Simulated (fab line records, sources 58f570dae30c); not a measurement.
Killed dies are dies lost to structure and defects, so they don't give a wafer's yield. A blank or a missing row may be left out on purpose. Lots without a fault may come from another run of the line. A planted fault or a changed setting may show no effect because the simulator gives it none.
One fault seen from 2 desks | flow berkeley_cmos170 | each desk has only its own numbers; what lay behind them comes last

THE METROLOGY DESK
What the gauges read, lot by lot, whatever tool the lot ran on: means of the sampled wafers that have a number. A lot is out of limits, marked OUT, if its mean lies more than 4 standard deviations from the usual mean; the brackets give that distance.
Columns: A = M2_AL_RS at UCB170_M2_RS_MEAS_02, usual 0.0321 ohm/sq; B = M2_AL_THK at UCB170_M2_THK_MEAS_03, usual 892 nm; C = cd_nm at UCB170_M3_CD_MEAS_15, usual 700.1 nm
lot  | first seen here | A      | B   | C
L662 | day 9 01:19     | 0.0322 | 887 | 699.4
L661 | day 9 01:39     | 0.0319 | 901 | 698.8
L663 | day 9 07:04     | 0.0320 | 893 | 701.3
L666 | day 9 14:47     | 0.0314 | 912 | 700.5
L665 | day 9 16:20     | 0.0322 | 893 | 698.9
L667 | day 9 16:28     | 0.0316 | 903 | 699.9
L668 | day 10 02:43    | 0.0326 | 881 | 702.1
L670 | day 10 07:22    | 0.0317 | 895 | 701.5
L671 | day 10 14:55    | 0.0321 | 893 | 699.6
L673 | day 11 04:22    | 0.0322 | 895 | 700.4
L678 | day 12 05:52    | 0.0321 | 886 | 699.6
L679 | day 12 10:01    | 0.0320 | 891 | 699.0
L684 | day 13 15:04    | 0.0321 | 892 | 702.2
L683 | day 13 17:44    | 0.0323 | 891 | 701.6
This desk's finding: nothing out of limits on any of the 14 lots.

THE TOOL OWNER'S DESK: furnace-02
The tool's own readings at UCB170_START_OXIDATION_02 (target thk 20 nm, ox time 1800 s): means of the sampled wafers that have a number, for each lot that ran on this tool. A lot is out of limits, marked OUT, if its mean lies more than 4 standard deviations from the usual mean; the brackets give that distance.
Columns: A = zone_power_source_pct at UCB170_START_OXIDATION_02, usual 26.3 %
lot  | first seen here | A
L662 | day 1 18:02     | 24.0
L663 | day 1 23:53     | 24.1
L665 | day 2 10:44     | 24.1
L667 | day 2 19:05     | 24.0
L671 | day 3 16:19     | 24.3
L678 | day 5 04:17     | 24.1
L679 | day 5 04:17     | 24.2
This desk's finding: nothing out of limits on any of the 7 lots.

PUT TOGETHER
The metrology desk saw nothing out of limits.
The tool owner's desk saw nothing out of limits.

WHAT THE SIMULATOR HAD PUT IN
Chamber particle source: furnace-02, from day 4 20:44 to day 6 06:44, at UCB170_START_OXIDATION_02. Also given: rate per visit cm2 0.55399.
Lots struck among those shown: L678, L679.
